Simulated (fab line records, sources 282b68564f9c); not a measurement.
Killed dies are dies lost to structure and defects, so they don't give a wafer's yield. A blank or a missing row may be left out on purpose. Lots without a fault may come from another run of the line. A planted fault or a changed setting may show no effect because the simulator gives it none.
A struck lot beside a sound one | flow rit_cmos | 35 steps out of a route of 202
Sound: wafers L355.1, L355.4, L355.6. Struck: wafers L349.2, L349.3, L349.6. The cause comes at the end.
At each step with rows: each side's tool, then ch and its chambers, then its first start. Under that, the readings that differ: sound wafers | struck wafers | difference of the means | sigmas: that difference in standard deviations of wafers without a fault.
alike: readings whose means differ by less than 2 such deviations, and words and numbers that are the same on both sides. not compared: withheld readings, readings that some wafer has no value for, bounds like >300 that may hide the same value, and numbers for which the record gives no deviation and whose values overlap.
The two part at a step that has a row with sigmas, a row that says differs or no value, or rows on one side only. Numbers that don't overlap but have no deviation are shown without sigmas and don't part them. A reading that every wafer of one side lacks parts them only if that side has two wafers or more.

first, 9 steps without rows for these wafers: RIT_ACTIVE_DEVELOP_10 (develop time 50 s); RIT_ACTIVE_HARDBAKE_12 (time 60 s); RIT_ACTIVE_ETCH_13 (etches Si3N4 in SF6, stops on SiO2, time 210 s, target depth 210 nm); RIT_ACTIVE_STRIP_14 (strips in O2, time 180 s); RIT_ACTIVE_CLEAN_15 (cleans in SC1, time 600 s); RIT_ACTIVE_CLEAN_16 (cleans in dHF, time 30 s); RIT_ACTIVE_CLEAN_17 (cleans in SC2, time 600 s); RIT_FOX1_OXIDATION_00 (target thk 350.7 nm, ox time 1130 s); RIT_FOX1_WET_ETCH_02 (etches SiO2 in BOE, target depth 350 nm, time 390 s).
RIT_FOX2_OXIDATION_00: target thk 350.7 nm, ox time 1130 s.
  sound on furnace-01 ch 0, day 6 17:28; struck on furnace-03 ch 0, day 5 04:34
  reading                                     | sound                | struck               | difference | sigmas
  spike_tc_centre_C (C)                       | 1103.5 1103.3 1100.8 | 1078.2 1077.7 1077.1 | -24.9      | -21
  spike_tc_load_C (C)                         | 1134 1133 1132       | 1105 1105 1105       | -28        | -9
  spike_tc_source_C (C)                       | 1126.5 1127.4 1125.2 | 1103.7 1104.1 1106.5 | -21.6      | -11
  tube_center_temp_C (C)                      | 1100 1100.1 1100.1   | 1074.9 1075.2 1075   | -25.0      | -99 or more
  tube_center_temp_C_max                      | 1102.0 1103.0 1103.3 | 1077.8 1077.8 1077.7 | -25.0      | -53
  model.SiO2_of_FOX2_OXIDATION_00.thk_nm (nm) | 348.8 352.8 348.5    | 311 309.9 312.5      | -39        |
RIT_FOX2_THK_MEAS_01:
  sound on film_metro-03, day 6 18:47; struck on film_metro-04, day 5 06:07
  reading             | sound       | struck      | difference | sigmas
  FOX2_OXIDE_THK (nm) | 349 353 348 | 311 310 313 | -39        | -6
  not compared: hold
then, 1 step without rows for these wafers: RIT_FOX2_WET_ETCH_03 (etches Si3N4 in H3PO4, target depth 195 nm, time 2700 s).
RIT_FOX2_THK_MEAS_90:
  sound on film_metro-01, day 6 19:40; struck on film_metro-04, day 5 12:23
  reading                     | sound       | struck      | difference | sigmas
  FIELD_OXIDE_LEFT_1_THK (nm) | 321 325 321 | 284 283 285 | -38        | -6
  not compared: hold
then, 18 steps without rows for these wafers: RIT_NWELL_COAT_01 (resist thk 1300 nm); RIT_NWELL_SOFTBAKE_02 (time 60 s); RIT_NWELL_EXPOSE_03 (exposes mask M2, target cd 43900 nm); RIT_NWELL_PEB_04; RIT_NWELL_DEVELOP_05 (develop time 68 s); RIT_NWELL_HARDBAKE_07 (time 120 s); RIT_NWELL_IMPLANT_08; RIT_NWELL_STRIP_09 (strips in O2, time 180 s); RIT_PWELL_HMDS_00 (prime time 60 s); RIT_PWELL_COAT_01 (resist thk 1300 nm); RIT_PWELL_SOFTBAKE_02 (time 60 s); RIT_PWELL_EXPOSE_03 (exposes mask M3, target cd 43700 nm); RIT_PWELL_PEB_04; RIT_PWELL_DEVELOP_05 (develop time 68 s); RIT_PWELL_HARDBAKE_07 (time 120 s); RIT_PWELL_IMPLANT_08; RIT_PWELL_STRIP_09 (strips in O2, time 180 s); RIT_WELLDRIVE_ANNEAL_00 (time 14700 s).
RIT_FOX2_THK_MEAS_91:
  sound on film_metro-01, day 7 09:13; struck on film_metro-04, day 6 10:27
  reading                     | sound       | struck      | difference | sigmas
  FIELD_OXIDE_LEFT_2_THK (nm) | 253 257 253 | 216 215 217 | -38        | -6
  not compared: hold
RIT_GATE_OXIDATION_05: target thk 3 nm, ox time 270 s.
  sound on furnace-04 ch 0, day 7 12:20; struck on furnace-03 ch 0, day 6 14:22
  reading                                     | sound             | struck                                                                     | difference                   | sigmas
  hold                                        | - - -             | await_dispo/3.4h/release await_dispo/3.4h/release await_dispo/3.4h/release | no value on the sound wafers |
  model.SiO2_of_GATE_OXIDATION_05.thk_nm (nm) | 2.755 2.716 2.757 | 2.783 2.82 2.782                                                           | +0.052                       |
  alike: ox_temp_c_max, spike_tc_centre_C, spike_tc_load_C, spike_tc_source_C, tube_center_temp_C, tube_center_temp_C_max
RIT_SILICIDE_WET_ETCH_00: etches SiO2 in BOE, target depth 14 nm, time 15 s.
  sound on wet_bench-03 ch 0, day 8 09:54; struck on wet_bench-03 ch 2, day 7 11:49
  reading                                     | sound             | struck            | difference | sigmas
  model.SiO2_of_FOX2_OXIDATION_00.thk_nm (nm) | 148.7 152.8 148.5 | 111.2 110.1 112.1 | -38.9      |
RIT_M1_PROBE_99:
  sound on prober-02, day 8 17:01; struck on prober-01, day 7 18:37
  alike: killed_at_contacts, killed_at_front_end, killed_dies, killed_open, killed_short

WHERE THEY PART
First at RIT_FOX2_OXIDATION_00; last, within this record, at RIT_GATE_OXIDATION_05. Later steps at which nothing parts them and some readings are alike: RIT_M1_PROBE_99.

WHY: what the simulator had put in
Process parameter drift: furnace-03, from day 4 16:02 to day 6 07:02, at RIT_FOX2_OXIDATION_00. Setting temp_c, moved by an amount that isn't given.
